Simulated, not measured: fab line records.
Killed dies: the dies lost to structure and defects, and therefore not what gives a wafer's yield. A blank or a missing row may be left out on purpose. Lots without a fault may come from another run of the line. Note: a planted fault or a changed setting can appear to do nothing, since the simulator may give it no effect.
Struck lot and sound lot, side by side | flow berkeley cmos170 | 14 steps out of a route of 331
Sound: these wafers, L525.1, L525.2, L525.3. Struck: wafer L535.4. (L535.1, L535.5 of the same lot were not struck and are left out.) The cause comes at the end.
At each step with rows: each side's tool, then ch and its chambers, then its first start. Under that, the readings that differ: sound wafers | struck wafers | difference of the means | sigmas: that difference in standard deviations of wafers without a fault.
alike: readings with means less than 2 such deviations apart, plus words and numbers identical on both sides. not compared: withheld readings, readings lacking a value on some wafer, bounds such as >300 that could conceal the same value, and numbers that have no deviation in the record and whose values overlap.
Wherever a step has rows on one side only, a row that says differs or no value, or a row with sigmas, the two part there. When numbers do not overlap yet have no deviation, they are printed without sigmas and do not part them. A reading missing from all wafers of one side parts the sides only when that side holds two or more wafers.

first, 2 steps without rows for these wafers: UCB170_NLDD_PEB_04; UCB170_NLDD_DEVELOP_05 (develop time 45 s).
UCB170_NLDD_CD_MEAS_06 targets a cd of 1200 nm.
  struck on cd sem-01, day 10 01:01; sound on cd sem-01, day 8 12:12
  alike: cd nm
UCB170_NLDD_OVL_MEAS_07:
  struck on overlay-01, day 10 01:08; sound on overlay-01, day 8 12:19
  alike: NLDD_OVL
then, 2 steps without rows for these wafers: UCB170_NLDD_IMPLANT_08; UCB170_NLDD_IMPLANT_09.
UCB170_NLDD_STRIP_10: strips in O2.
  sound on plasma asher-01 ch 0,1, day 8 12:39; struck on plasma asher-02 ch 0, day 10 01:29
  reading               | sound             | struck | difference | sigmas
  oes product au (a.u.) | 0.731 0.723 0.731 | 0.739  | +0.011     | +3
  alike: drypump motor current A, strip time to endpoint s
  not compared: rf hours counter h
UCB170_NLDD_TW_MEAS_11:
  struck on film metro-02, day 10 01:35; sound on film metro-04, day 8 12:45
  alike: NLDD_TW
then, 1 step without rows for these wafers: UCB170_NLDD_CLEAN_12 (cleans in SPM, time 600 s).
UCB170_SPACER_CVD_00: deposits SiO2 from TEOS/O2, target thk 376 nm, time 47 s.
  sound on pecvd-03 ch 0,1,2, day 8 13:10; struck on pecvd-01 ch 0, day 10 01:49
  alike: heater power w, susceptor temp C
UCB170_SPACER_THK_MEAS_01:
  struck on film metro-01, day 10 01:52; sound on film metro-01, day 8 13:13
  reading              | sound       | struck | difference | sigmas
  SPACER_TEOS_THK (nm) | 374 363 372 | 384    | +14        | +3
then, 1 step without rows for these wafers: UCB170_SPACER_ANNEAL_02 (time 1800 s).
UCB170_SPACER_ETCHBACK_03: etches SiO2 in CHF3/CF4/Ar, stops on Si, target depth 376 nm, time 100 s.
  sound on rie diel-03 ch 0,1,2, day 8 16:51; struck on rie diel-02 ch 0, day 10 07:53
  reading                  | sound             | struck | difference | sigmas
  oes product au (a.u.)    | 0.887 0.869 0.899 | 1.004  | +0.119     | +7
  run length s (s)         | 128.7 128.3 128.4 | 109.4  | -19.1      | -41
  model.etch.depth nm (nm) | 373.9 362.5 371.7 | 353    | -16        |
  alike: drypump motor current A, throttle valve pct
  not compared: rf hours counter h
then, 1 step without rows for these wafers: UCB170_PSD_HMDS_00 (prime time 60 s).

## WHERE THEY PART
First at UCB170_NLDD_STRIP_10; last, within this record, at UCB170_SPACER_ETCHBACK_03.

WHY: what the simulator had put in
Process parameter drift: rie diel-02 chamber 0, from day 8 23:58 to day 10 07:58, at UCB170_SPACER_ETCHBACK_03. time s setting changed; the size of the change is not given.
